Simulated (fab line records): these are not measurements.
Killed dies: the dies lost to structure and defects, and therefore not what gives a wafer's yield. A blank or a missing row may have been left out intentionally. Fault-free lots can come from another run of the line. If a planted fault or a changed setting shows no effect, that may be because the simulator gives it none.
Split-lot trial	flow rit_cmos	on a route of 202 steps: 5 lots, 23 wafers read

== THE SPLIT ==
At RIT_M1_SPUTTER_00 (material Al, target thk 400 nm, time 500 s), the setting power_w was moved away from the recipe's 2000 W on 7 of the 23 wafers read, by -7.4% to +4.8%. For the rest of the wafers, this setting stayed at what the recipe calls for.

== THE PATH FROM SPLIT TO READING: the file shows 1 step between them ==
- RIT_M1_RS_MEAS_01: measures by four-point-probe

== THE READING ==
M1_AL_THK, in nm, at RIT_M1_THK_MEAS_02 (measures by xrf). Fault-free wafers of this fab line usually give 398 nm, standard deviation 5 nm.

wafer	tool, chamber at the split	power_w as run, W	against the recipe	M1_AL_THK, nm	against lot-mates on the recipe
L075.1	pvd_sputter-01, -	1852	-7.4%	369	-33
L075.2	pvd_sputter-01, -	2000	recipe	404	-
L075.3	pvd_sputter-01, -	2000	recipe	400	-
L075.4	pvd_sputter-01, -	2000	recipe	401	-
L075.5	pvd_sputter-01, -	1852	-7.4%	368	-34
L076.1	pvd_sputter-04, -	2000	recipe	403	-
L076.3	pvd_sputter-04, -	2000	recipe	396	-
L076.4	pvd_sputter-04, -	2000	recipe	396	-
L076.5	pvd_sputter-04, -	2000	recipe	404	-
L076.6	pvd_sputter-04, -	2000	recipe	402	-
L079.1	pvd_sputter-01, -	2000	recipe	391	-
L079.3	pvd_sputter-01, -	1919	-4.0%	373	-20
L079.4	pvd_sputter-01, -	2000	recipe	393	-
L079.5	pvd_sputter-01, -	1919	-4.0%	379	-14
L079.6	pvd_sputter-01, -	2000	recipe	394	-
L080.3	pvd_sputter-04, -	2000	recipe	395	-
L080.4	pvd_sputter-04, -	2000	recipe	399	-
L080.6	pvd_sputter-04, -	2000	recipe	403	-
L083.1	pvd_sputter-01, -	2095	+4.8%	406	+16
L083.3	pvd_sputter-01, -	2095	+4.8%	415	+25
L083.4	pvd_sputter-01, -	2095	+4.8%	410	+20
L083.5	pvd_sputter-01, -	2000	recipe	390	-
L083.6	pvd_sputter-01, -	2000	recipe	390	-

THE FIT
A straight line over all 23 wafers: M1_AL_THK changes by +3.69 nm for each +1% of power_w; r = +0.91; the points scatter about the line by 5.2 nm.
The same after taking each lot's own level away (the mean of its wafers on the recipe; 23 wafers): +4.36 nm for each +1%; r = +0.98; scatter 2.8 nm.
On that fit, the largest move of power_w shifts the reading by 32 nm.
From 390.0 to 401.7 nm: that is the span of the lots' own levels, equal to 2.3 times the standard deviation above.
So the lot-to-lot level changes the slope: the two fits differ.
Check: -32.1 nm against its lot-mates is what the line predicts for one of the wafers moved furthest among these (-7.4%) when that wafer is left out of the fit. Against them it came out at -32.7 nm.

== THE WHOLE CHAIN: every reading that the file lists as answering this split, in the file's order ==
step	what it does	reading	change (the file's fit)	r (the file's)
RIT_M1_SPUTTER_00	material Al, target thk 400 nm, time 500 s	Al_of_M1_SPUTTER_00.thk_nm (the simulator's own value, which no gauge read)	+4.31 nm for each +1% of the setting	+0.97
RIT_M1_RS_MEAS_01	measures by four-point-probe	M1_AL_RS	-0.000862 for each +1% of the setting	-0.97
RIT_M1_THK_MEAS_02	measures by xrf	M1_AL_THK	+4.37 for each +1% of the setting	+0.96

== FILE'S OWN FIT ==
M1_AL_THK changes by +4.37 nm for each +1% of power_w, r = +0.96.
